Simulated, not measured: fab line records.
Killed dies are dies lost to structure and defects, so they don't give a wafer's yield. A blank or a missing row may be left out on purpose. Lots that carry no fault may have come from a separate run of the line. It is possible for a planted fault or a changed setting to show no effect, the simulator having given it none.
A lot that was struck, set against a sound lot :: flow ritCmos :: 34 steps out of a route of 202
Sound: the wafers L835.1, L835.2, L835.3. Wafers L840.3, L840.4, L840.5 were the ones struck. The cause is named last.
Each step with rows lists, per side, the tool, then ch with its chambers, then its first start. Under that, the readings that differ: sound wafers :: struck wafers :: difference of the means :: sigmas: that difference in standard deviations of wafers without a fault.
alike: same words and numbers on both sides, and readings whose means sit less than 2 such deviations apart. not compared: any withheld reading, any reading some wafer has no value for, any bound like >300 that may hide the same value, and any number with overlapping values for which the record gives no deviation.
Wherever a step has rows on one side only, a row that says differs or no value, or a row with sigmas, the two part there. When numbers do not overlap yet have no deviation, they are printed without sigmas and do not part them. Lack of a reading on every wafer of one side parts them only where that side has two or more wafers.

first, 2 steps without rows for these wafers: RIT_SPACER_CLEAN_02 (cleans in SC2, time 600 s); RIT_SPACER_CVD_03 (deposits Si3N4 from SiH2Cl2/NH3, target thk 250 nm, time 3300 s).
RIT_SPACER_THK_MEAS_04:
  struck on filmMetro-04, day 5 19:58; sound on filmMetro-02, day 4 20:14
  alike: SPACER_NITRIDE_THK
RIT_SPACER_ETCHBACK_05: etches Si3N4 in SF6/CHF3, stops on SiO2, target depth 250 nm, time 243.6 s.
  sound on rieDiel-04 ch 0,1,2, day 4 20:18; struck on rieDiel-02 ch 0,1,2, day 5 20:00
  alike: drypumpMotorCurrentA, oesProductAu, throttleValvePct
  not compared: rfHoursCounterH
then, 6 steps without rows for these wafers: RIT_NSD_HMDS_00 (prime time 60 s); RIT_NSD_COAT_01 (resist thk 1000 nm); RIT_NSD_SOFTBAKE_02 (time 60 s); RIT_NSD_EXPOSE_03 (exposes mask M9, target cd 40700 nm); RIT_NSD_PEB_04; RIT_NSD_DEVELOP_05 (develop time 50 s).
RIT_NSD_OVL_MEAS_06:
  struck on overlay-02, day 5 21:17; sound on overlay-01, day 4 21:18
  alike: NSD_OVL
then, 1 step without rows for these wafers: RIT_NSD_HARDBAKE_07 (time 60 s).
RIT_NSD_IMPLANT_08:
  sound on implanter-02 ch 0, day 4 21:29; struck on implanter-04 ch 0, day 5 21:59
  alike: beamEnergyKeV, doseIonsCm2, faradayCurrentUA
RIT_NSD_STRIP_09: strips in O2, time 180 s.
  sound on plasmaAsher-04 ch 0,1, day 4 21:38; struck on plasmaAsher-03 ch 0,1, day 5 22:09
  alike: drypumpMotorCurrentA
  not compared: rfHoursCounterH
RIT_NSD_TW_MEAS_10:
  struck on filmMetro-01, day 5 22:17; sound on filmMetro-02, day 4 21:49
reading: NSD_TW
sound: 3132 3144 3137
struck: 3546 3560 3556
difference: +416
sigmas: +24
then, 6 steps without rows for these wafers: RIT_PSD_HMDS_00 (prime time 60 s); RIT_PSD_COAT_01 (resist thk 1000 nm); RIT_PSD_SOFTBAKE_02 (time 60 s); RIT_PSD_EXPOSE_03 (exposes mask M10, target cd 40900 nm); RIT_PSD_PEB_04; RIT_PSD_DEVELOP_05 (develop time 50 s).
RIT_PSD_OVL_MEAS_06:
  struck on overlay-02, day 5 23:11; sound on overlay-02, day 4 22:51
  alike: PSD_OVL
then, 2 steps without rows for these wafers: RIT_PSD_HARDBAKE_07 (time 60 s); RIT_PSD_IMPLANT_08.
RIT_PSD_STRIP_09: strips in O2, time 180 s.
  sound on plasmaAsher-02 ch 0,1, day 4 23:11; struck on plasmaAsher-01 ch 0,1, day 5 23:34
  alike: drypumpMotorCurrentA
  not compared: rfHoursCounterH
RIT_PSD_TW_MEAS_10:
  struck on filmMetro-04, day 5 23:43; sound on filmMetro-02, day 4 23:22
  alike: PSD_TW
then, 3 steps without rows for these wafers: RIT_SDANNEAL_CLEAN_00 (cleans in SC1, time 600 s); RIT_SDANNEAL_CLEAN_01 (cleans in dHF, time 31.35 s); RIT_SDANNEAL_CLEAN_02 (cleans in SC2, time 600 s).
RIT_SDANNEAL_RTA_03: time 5 s.
  sound on rtpAnneal-02 ch 0, day 4 23:47; struck on rtpAnneal-01 ch 0, day 6 00:08
  alike: annealTempCMax, wafer_temp_C_max
RIT_SDANNEAL_RS_MEAS_04: a four-point-probe measurement.
  struck on filmMetro-04, day 6 00:13; sound on filmMetro-01, day 4 23:51
  alike: PSD_RS
RIT_SDANNEAL_RS_MEAS_05: a four-point-probe measurement.
  struck on filmMetro-04, day 6 00:20; sound on filmMetro-01, day 4 23:58
reading: NSD_RS (ohm/sq)
sound: 84.57 84.87 84.58
struck: 52.42 52.43 52.43
difference: -32.25
sigmas: -99 or more
RIT_SDANNEAL_RS_MEAS_06: a four-point-probe measurement.
  struck on filmMetro-04, day 6 00:27; sound on filmMetro-01, day 5 00:05
  alike: PLDD_RS
RIT_M1_PROBE_99:
  struck on prober-02, day 6 08:46; sound on prober-01, day 5 07:40
  alike: killed_at_M0_to_M3, killedAtContacts, killedAtFrontEnd, killedDies, killedOpen, killedShort

== WHERE THEY PART ==
At RIT_NSD_TW_MEAS_10 first; at RIT_SDANNEAL_RS_MEAS_05 last (within this record only). Later steps at which nothing parts them and some readings are alike: RIT_SDANNEAL_RS_MEAS_06, RIT_M1_PROBE_99.

WHY: what had been put in by the simulator
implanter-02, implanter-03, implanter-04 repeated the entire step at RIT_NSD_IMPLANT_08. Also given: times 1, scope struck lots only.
